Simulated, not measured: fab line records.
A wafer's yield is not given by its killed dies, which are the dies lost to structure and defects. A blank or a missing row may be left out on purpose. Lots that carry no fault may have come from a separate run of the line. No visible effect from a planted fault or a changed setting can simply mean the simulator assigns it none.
Problem report in the 8D (eight disciplines) form, filled by code + flow berkeley-cmos170 + the parts of the form that need people (team, actions taken, sign-off) are left out

1. THE PROBLEM
Mean of o2-flow-sccm at UCB170_M2_STRIP_07: 480.3 sccm across 9 wafers in 3 lots; on wafers with no fault it is 400.1 sccm (standard deviation 1.2). That puts it +67 standard deviations away from the usual mean.
The step: strips in O2.
First seen on wafer L587.3, day 10 00:47, on plasma-asher-02. The record has a number at this step for 45 wafers belonging to 15 lots. By rule, "out" or "out of limits" means more than 4 standard deviations away from the usual mean. The rest of the wafers with a number are treated as sound.

2. WHAT IT IS, AND WHAT IT ISN'T
| question                    | is                                     | is not                                                                                 |
|-----------------------------|----------------------------------------|----------------------------------------------------------------------------------------|
| which readings at this step | o2-flow-sccm, strip-time-to-endpoint-s | drypump-motor-current-A                                                                |
| which lots                  | L587, L589, L590                       | L574, L575, L577, L578, L580, L581, L584, L586, L592, L595, L596, L597                 |
| which wafers of those lots  | all that have a number                 | -                                                                                      |
| read on which tools         | plasma-asher-02                        | plasma-asher-01, plasma-asher-03                                                       |
| when                        | from day 10 00:47                      | up to then (24 sound wafers); but 12 sound wafers of L592, L595, L596, L597 came after |

3. WHAT RULES OUT EACH SUSPECT
Counting: a tool stays on the suspect list if, at a process step up to the reading, it processed all lots that are out and no sound lot following the first of them.
- plasma-asher-02 at UCB170_M2_STRIP_07 (strips in O2): kept. It processed each lot that is out, first L587 at day 10 00:47, and no sound lot thereafter; up to then, the last sound lot it processed was L581 at day 8 20:50. Its own readings are out on those wafers: o2-flow-sccm, strip-time-to-endpoint-s.
After counting, what remains is plasma-asher-02 at UCB170_M2_STRIP_07.

4. THE CAUSE (what the simulator had put in)
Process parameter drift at UCB170_M2_STRIP_07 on plasma-asher-02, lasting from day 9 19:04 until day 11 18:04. The setting o2-flow-sccm was moved by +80, starting from 400. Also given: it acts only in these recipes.
Counting left only this tool.

5. SEQUENCE OF EFFECTS, ordered by route
Rows list readings where the struck wafers' mean (over those with a number) sits beyond 3 standard deviations from the usual. Scope: only readings with a usual standard deviation given in the record; hours: median across lots of the time from each lot's start at the first step in this table that gives one to its start at this step; sigmas: change in usual standard deviations.
| hours | step               | reading                  | usual      | on struck wafers | change | sigmas |
|-------|--------------------|--------------------------|------------|------------------|--------|--------|
| 0     | UCB170_M2_STRIP_07 | o2-flow-sccm             | 400.1 sccm | 480.3            | +80.2  | +67    |
| 0     | UCB170_M2_STRIP_07 | oes-product-au           | 0.734 a.u. | 0.749            | +0.015 | +3.2   |
| 0     | UCB170_M2_STRIP_07 | strip-time-to-endpoint-s | 21.95 s    | 21.44            | -0.51  | -8.6   |
Its process steps:
- UCB170_M2_STRIP_07: strips in O2.
Later measuring or inspecting steps at which every struck wafer that the step has a row for has a number for every such reading, and none has moved that far: UCB170_V2_CD_MEAS_12.

6. WHAT WOULD HAVE CAUGHT IT SOONER
6 hours passed between the start of the fault at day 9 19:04 and the first reading out of limits in this record, taken at day 10 00:47.
